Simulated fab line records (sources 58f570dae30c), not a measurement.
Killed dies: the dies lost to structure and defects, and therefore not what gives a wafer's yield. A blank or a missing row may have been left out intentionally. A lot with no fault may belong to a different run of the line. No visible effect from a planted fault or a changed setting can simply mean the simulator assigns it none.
Struck lot and sound lot, side by side	flow berkeley-cmos170	14 out of 331 route steps
Sound: wafers L412.1, L412.4, L412.5. The struck wafers were L420.1, L420.2, L420.3. Last of all comes the cause.
At each step with rows: each side's tool, then ch and its chambers, then its first start. Under that, the readings that differ: sound wafers	struck wafers	difference of the means	sigmas: that difference in standard deviations of wafers without a fault.
alike: words and numbers the same on both sides, and readings whose means are apart by under 2 such deviations; not compared: readings that were withheld, readings missing a value for some wafer, numbers with overlapping values and no deviation given by the record, and bounds like >300 which may hide the same value.
A row with sigmas, a row that says differs or no value, or rows on one side alone: a step with any of these is where the two part. Numbers that have no deviation but don't overlap get no sigmas and don't part them. A reading that every wafer of one side lacks parts them only if that side has two wafers or more.

first, 3 steps without rows for these wafers: UCB170_NLDD_EXPOSE_03 (exposes mask NSELECT, target cd 1200 nm); UCB170_NLDD_PEB_04; UCB170_NLDD_DEVELOP_05 (develop time 45 s).
UCB170_NLDD_CD_MEAS_06: target cd 1200 nm.
  sound on cd-sem-01 at day 7 08:27; struck on cd-sem-01 at day 9 11:04
  alike: cd-nm
UCB170_NLDD_OVL_MEAS_07:
  sound on overlay-02 at day 7 08:34; struck on overlay-02 at day 9 11:11
  alike: NLDD_OVL
then, 2 steps without rows for these wafers: UCB170_NLDD_IMPLANT_08; UCB170_NLDD_IMPLANT_09.
UCB170_NLDD_STRIP_10: strips in O2.
  sound on plasma-asher-02 ch 0,1, day 7 08:54; struck on plasma-asher-01 ch 0,1, day 9 11:31
reading	sound	struck	difference	sigmas
strip-time-to-endpoint-s (s)	21.57 21.57 21.54	21.70 21.74 21.71	+0.16	+2
  alike: drypump-motor-current-A, oes-product-au
  not compared: rf-hours-counter-h
UCB170_NLDD_TW_MEAS_11:
  sound on film-metro-04 at day 7 09:00; struck on film-metro-02 at day 9 11:37
  alike: NLDD_TW
then, 1 step without rows for these wafers: UCB170_NLDD_CLEAN_12 (cleans in SPM, time 600 s).
UCB170_SPACER_CVD_00: deposits SiO2 from TEOS/O2, target thk 376 nm, time 47 s.
  sound on pecvd-03 ch 0,1,2, day 7 09:31; struck on pecvd-02 ch 0,1,2, day 9 11:51
  alike: heater-power-w, susceptor-temp-C
UCB170_SPACER_THK_MEAS_01:
  sound on film-metro-04 at day 7 09:34; struck on film-metro-03 at day 9 11:53
  alike: SPACER_TEOS_THK
UCB170_SPACER_ANNEAL_02: time 1800 s.
  sound on furnace-03 ch 0, day 7 09:55; struck on furnace-01, day 9 15:06
  no value came back on the struck wafers for spike-tc-centre-C (C), spike-tc-load-C (C); on the sound wafers spike-tc-centre-C (C) reads 903.2 903.6 902.7
UCB170_SPACER_ETCHBACK_03: etches SiO2 in CHF3/CF4/Ar, stops on Si, target depth 376 nm, time 100 s.
  sound on rie-diel-03 ch 1,2,3, day 7 11:25; struck on rie-diel-01 ch 1,2,3, day 9 16:36
  alike: drypump-motor-current-A, oes-product-au, throttle-valve-pct
  not compared: rf-hours-counter-h

WHERE THEY PART
Last at UCB170_SPACER_ANNEAL_02 as far as this record goes, first at UCB170_NLDD_STRIP_10. Later steps at which nothing parts them and some readings are alike: UCB170_SPACER_ETCHBACK_03.

WHY: what had been put in by the simulator
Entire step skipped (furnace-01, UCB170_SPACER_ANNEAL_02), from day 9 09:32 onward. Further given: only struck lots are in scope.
